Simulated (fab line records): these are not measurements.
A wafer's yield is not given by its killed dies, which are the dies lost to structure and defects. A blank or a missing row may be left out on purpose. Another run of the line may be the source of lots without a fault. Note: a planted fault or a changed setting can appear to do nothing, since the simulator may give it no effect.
fab line records    flow berkeleyCmos170
record lots=7  wafers=21  lastDay=13
route steps=331 shown GATE@125 FIELD@126
lots that met no fault: taken from a fault-free run of the same line
startH: start of the lot's first displayed wafer, in hours after the record's first day    waitH: hours from the lot's prior step to this one    " repeats the value in the row above    L1.1+2: one row covering several wafers at once    - no value present, or no start provided    * or withheld: withheld    < > ~ a bound
route shown NAME@n: NAME is a module with steps in the file, n the number in the route of the first one    usual: mean/standard deviation of fault-free wafers    same: alike in all rows    chamber/n: place in a boat    sites: the reading at each site    _std_site: their standard deviation    _edge_site: the outer-site mean with the inner-site mean subtracted    radiusMm: how far each site lies from the wafer's centre    mask NAME#n: copy n    behind: the most recent tool/chamber to have shaped the wafer    hold: what put the lot on hold/how long, in hours/how the hold closed    device: the n, p or np transistor that did not switch    end of line: at the end of the route, the tests of the same wafers    a step without rows: its recipe alone    killed: not the wafer's yield, but the dies lost to structure and defects at the first sort    map: a wafer's dies, marking killed ones x, the rest . and places with no die _
set.NAME: the run value of the setting; set.NAME@STEP: its run value at that earlier step    model.NAME: the simulator's own value behind a step, which no gauge read
lots seen at some steps along the route; tables by step, rows by wafer
## steps
# step UCB170_GATE_WET_ETCH_00
# recipe chemistry=dHF  dilution=25:1  target=SiO2  tempC=25  timeS=200
# step UCB170_FIELD_THK_MEAS_91
# recipe reads=SiO2_of_FIELD_OXIDATION_01
# usual FIELD_OXIDE_LEFT_2_THK=346/11
lot.wafer  tool          chamber  startH  waitH  FIELD_OXIDE_LEFT_2_THK[nm]
L846.3     filmMetro-04  -        144.63  0.0    358
L846.4     "             -        "       "      345
L846.6     "             -        "       "      360
L856.2     filmMetro-03  -        196.82  0.0    343
L856.3     "             -        "       "      349
L856.6     "             -        "       "      351
L855.4     filmMetro-02  -        196.84  0.0    367
L855.5     "             -        "       "      351
L855.6     "             -        "       "      360
L859.2     filmMetro-03  -        210.81  0.0    352
L859.3     "             -        "       "      355
L859.5     "             -        "       "      362
L858.1     filmMetro-04  -        211.35  0.0    328
L858.4     "             -        "       "      341
L858.6     "             -        "       "      350
L865.2     filmMetro-04  -        249.98  0.0    335
L865.4     "             -        "       "      346
L865.5     "             -        "       "      344
L867.2     filmMetro-02  -        250.79  0.0    361
L867.4     "             -        "       "      348
L867.6     "             -        "       "      350
# step UCB170_GATE_OXIDATION_01
# recipe tempC=850  ambient=O2  targetThkA=66  oxTimeS=1800
# step UCB170_GATE_THK_MEAS_02
# recipe reads=SiO2_of_GATE_OXIDATION_01
# usual GATE_OXIDE_THK=6.54/0.11
lot.wafer  tool          chamber  startH  waitH  GATE_OXIDE_THK[nm]
L846.3     filmMetro-03  -        147.72  0.0    6.49
L846.4     "             -        "       "      6.53
L846.6     "             -        "       "      6.44
L856.2     filmMetro-03  -        203.09  0.0    6.62
L856.3     "             -        "       "      6.47
L856.6     "             -        "       "      6.49
L855.4     filmMetro-04  -        203.11  0.0    6.55
L855.5     "             -        "       "      6.64
L855.6     "             -        "       "      6.58
L859.2     filmMetro-01  -        216.64  0.0    6.40
L859.3     "             -        "       "      6.52
L859.5     "             -        "       "      6.46
L858.1     filmMetro-03  -        216.67  0.0    6.54
L858.4     "             -        "       "      6.50
L858.6     "             -        "       "      6.44
L865.2     filmMetro-01  -        254.26  0.0    6.40
L865.4     "             -        "       "      6.42
L865.5     "             -        "       "      6.49
L867.2     filmMetro-01  -        254.32  0.1    6.69
L867.4     "             -        "       "      6.67
L867.6     "             -        "       "      6.69
# step UCB170_GATE_ANNEAL_03
# recipe tempC=900  timeS=1800  ambient=N2
# step UCB170_GATE_CVD_04
# recipe material=poly-Si  tempC=610  precursor=SiH4  timeS=1440  pressureMtorr=375  targetThkNm=214  sih4FlowSccm=120
# step UCB170_GATE_THK_MEAS_05
# recipe reads=poly-Si_of_GATE_CVD_04
# usual GATE_POLY_THK=212.8/1.9
lot.wafer  tool          chamber  startH  waitH  GATE_POLY_THK[nm]
L846.3     filmMetro-01  -        153.08  0.0    212.5
L846.4     "             -        "       "      211.1
L846.6     "             -        "       "      210.1
L856.2     filmMetro-03  -        211.10  0.0    214.6
L856.3     "             -        "       "      213.1
L856.6     "             -        "       "      211.6
L855.4     filmMetro-01  -        211.12  0.0    215.6
L855.5     "             -        "       "      215.4
L855.6     "             -        "       "      217.1
L858.1     filmMetro-01  -        225.60  0.0    211.0
L858.4     "             -        "       "      211.6
L858.6     "             -        "       "      212.6
L859.2     filmMetro-03  -        225.61  0.0    209.2
L859.3     "             -        "       "      210.3
L859.5     "             -        "       "      208.8
L867.2     filmMetro-03  -        260.92  0.0    212.4
L867.4     "             -        "       "      211.8
L867.6     "             -        "       "      214.5
L865.2     filmMetro-04  -        260.95  0.1    210.0
L865.4     "             -        "       "      209.6
L865.5     "             -        "       "      211.2
# step UCB170_GATE_COAT_06
# recipe resist=BARC  tempC=withheld  timeS=withheld  spinRpm=3000  resistThkNm=withheld
# step UCB170_GATE_COAT_07
# recipe resist=KrF  spinRpm=1500  resistThkNm=900
# step UCB170_GATE_SOFTBAKE_08
# recipe resist=KrF  tempC=130  timeS=60
# step UCB170_GATE_EXPOSE_09
# recipe maskId=POLY  targetCdNm=350  na=0.5  sigmaOuter=0.6  sourceShape=conventional  doseMj=21
# step UCB170_GATE_PEB_10
# recipe pebTempC=130  pebTimeS=withheld  resist=KrF
# step UCB170_GATE_DEVELOP_11
# recipe developer=TMAH  developTimeS=45  resist=KrF  devTempC=21
# usual chillPlateTempC=23.00/0.1  developTimeS=45/0  resistLineTempC=23.01/0.098
lot.wafer  tool           chamber  startH  waitH  chillPlateTempC  developTimeS  resistLineTempC  model.KrF_of_GATE_COAT_07.thkNm
L846.3     lithoTrack-03  0        154     -      23.02            45            23.00            885.6
L846.4     "              0        "       "      23.13            45            23.01            888
L846.6     "              0        "       "      23.02            45            23.01            886
L856.2     lithoTrack-02  0        212     -      22.96            45            22.98            889.2
L856.3     "              0        "       "      23.13            45            23.05            888.1
L856.6     "              0        "       "      22.96            45            23.08            888
L855.4     lithoTrack-02  -        212     -      -                -             -                898.5
L855.5     "              -        "       "      -                -             -                898.5
L855.6     "              -        "       "      -                -             -                899.9
L859.2     lithoTrack-01  -        226     -      -                -             -                898.5
L859.3     "              -        "       "      -                -             -                897.1
L859.5     "              -        "       "      -                -             -                899.3
L858.1     lithoTrack-03  -        226     -      -                -             -                900
L858.4     "              -        "       "      -                -             -                900.5
L858.6     "              -        "       "      -                -             -                897.7
L867.2     lithoTrack-03  0        262     -      23.09            45            23.00            887
L867.4     "              0        "       "      23.04            45            22.94            886.5
L867.6     "              0        "       "      22.95            45            22.93            886.1
L865.2     lithoTrack-02  0        262     -      22.96            45            23.09            887.5
L865.4     "              0        "       "      23.08            45            22.92            886.9
L865.5     "              0        "       "      22.85            45            23.07            885.8
# step UCB170_GATE_CD_MEAS_12
# recipe targetCdNm=350
# usual cdNm=350.2/1.4
lot.wafer  tool      chamber  startH  waitH  cdNm
L846.3     cdSem-01  -        154.34  -      350.8
L846.4     "         -        "       "      351.3
L846.6     "         -        "       "      350.0
L856.2     cdSem-02  -        212.24  -      349.0
L856.3     "         -        "       "      348.1
L856.6     "         -        "       "      349.2
L855.4     cdSem-01  -        212.56  -      -
L855.5     "         -        "       "      -
L855.6     "         -        "       "      -
L859.2     cdSem-02  -        226.52  -      -
L859.3     "         -        "       "      -
L859.5     "         -        "       "      -
L858.1     cdSem-02  -        226.83  -      -
L858.4     "         -        "       "      -
L858.6     "         -        "       "      -
L867.2     cdSem-01  -        262.38  -      352.3
L867.4     "         -        "       "      351.5
L867.6     "         -        "       "      350.5
L865.2     cdSem-02  -        262.46  -      350.4
L865.4     "         -        "       "      350.9
L865.5     "         -        "       "      351.5
## key
firstSign step=UCB170_GATE_DEVELOP_11  reading=toolRecord  direction=missing
effect none on later readings
modelEffect step=UCB170_GATE_DEVELOP_11  value=KrF_of_GATE_COAT_07.thkNm  without=884.7  struck=898.9
metAt UCB170_GATE_DEVELOP_11
struckWafers L855.4,L855.5,L855.6,L858.1,L858.4,L858.6,L859.2,L859.3,L859.5
laterRowsLeftOut L855.4,L855.5,L855.6,L858.1,L858.4,L858.6,L859.2,L859.3,L859.5
sortLeftOut L855.4,L855.5,L855.6,L858.1,L858.4,L858.6,L859.2,L859.3,L859.5
testerLeftOut L855,L858,L859
fault kind=skippedStepWhole  tool=lithoTrack-01,lithoTrack-02,lithoTrack-03  chamber=-  onsetH=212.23  steps=UCB170_GATE_DEVELOP_11  scope=struckLotsOnly
# testerLeftOut: of these lots the tester's yield and bins aren't shown, on N5 and GAA mostly nor the transistor test; their killed dies are dies lost to structure and defects alone, not to doping, threshold or leakage, so they don't give the yield
# sortLeftOut: the simulated sort isn't trusted on such a fault, so these wafers' sort isn't shown, and their yield isn't known
# laterRowsLeftOut: the simulator's readings of these wafers behind a module that went badly wrong aren't trusted and aren't shown, but for the sort
